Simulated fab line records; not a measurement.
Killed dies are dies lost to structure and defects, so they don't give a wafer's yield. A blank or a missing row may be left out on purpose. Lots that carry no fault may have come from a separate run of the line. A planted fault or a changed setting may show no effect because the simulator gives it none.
Problem report in the 8D (eight disciplines) form, filled by code ; flow berkeley cmos170 ; the parts of the form that need people (team, actions taken, sign-off) are left out

== 1. WHAT WENT WRONG ==
Wafers free of any fault read 381 (standard deviation 3) for PWELL_TW at UCB170_PWELL_TW_MEAS_17, against a mean of 362 on 6 wafers of 2 lots. That puts it -6.2 standard deviations away from the usual mean.
The first sign was on wafer L461.1 at day 6 17:56, on film metro-03. The record holds 42 wafers of 14 lots with a number at this step. Rule for "out" (also "out of limits"): further than 4 standard deviations from the usual mean. The rest of the wafers with a number are treated as sound.

== 2. WHAT THIS IS AND IS NOT ==
question;is;is not
which readings at this step;PWELL_TW;-
which lots;L461, L463;L445, L446, L448, L449, L450, L451, L452, L457, L458, L464, L465, L466
which wafers of those lots;all that have a number;-
read on which gauges;film metro-02, film metro-03;film metro-01
when;from day 6 17:56;"up to then (27 sound wafers); but 9 sound wafers of L464, L465, L466 came after"

== 3. THE SUSPECTS, EACH WITH WHAT RULES IT OUT ==
Counting: a tool at a process step up to the reading stays a suspect if it ran every lot that is out and no sound lot after the first of them.
- ruled out: the gauge at UCB170_PWELL_TW_MEAS_17. The wafers that are out were read on 2 gauges (film metro-02, film metro-03).
- implanter-03 at UCB170_PWELL_IMPLANT_15: kept. Every lot that is out went through it, starting with L461 (day 6 17:41), and after that it ran no sound lot; the last sound lot it ran before then is L458 (day 5 21:59). On those wafers its own readings are out: beam energy keV.
After counting, what remains is implanter-03 at UCB170_PWELL_IMPLANT_15.

== 4. THE CAUSE (what the simulator had put in) ==
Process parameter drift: implanter-03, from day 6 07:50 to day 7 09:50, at UCB170_PWELL_IMPLANT_15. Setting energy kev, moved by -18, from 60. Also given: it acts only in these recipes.
Only this tool survived the counting.

== 5. THE CHAIN OF EFFECTS, in route order ==
Rows list readings where the struck wafers' mean (over those with a number) sits beyond 3 standard deviations from the usual. Only readings whose record carries a usual standard deviation are examined. hours: median over the lots of the time between each lot's start at the first step of this table that gives one and its start at this step. sigmas: the change, counted in usual standard deviations.
hours;step;reading;usual;on struck wafers;change;sigmas
0;UCB170_PWELL_IMPLANT_15;beam energy keV;59.993;41.993;-18.000;-99 or more
0;UCB170_PWELL_TW_MEAS_17;PWELL_TW;381;362;-18;-6.2
Here are the process steps it includes:
- UCB170_PWELL_IMPLANT_15

== 6. HOW IT WOULD HAVE BEEN CAUGHT EARLIER ==
The first out-of-limits reading at a measuring or inspecting step in this record came at day 6 17:56, 10 hours after the fault's start at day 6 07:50.
The tool's own readings at UCB170_PWELL_IMPLANT_15 were out on every struck wafer that the step has a row for (beam energy keV): an alarm limit on them would have fired on the first of those.
Among the 2 lots that are out, L463 began UCB170_PWELL_IMPLANT_15 on implanter-03 after day 6 17:56. A tool hold placed at that time would have kept it from harm.
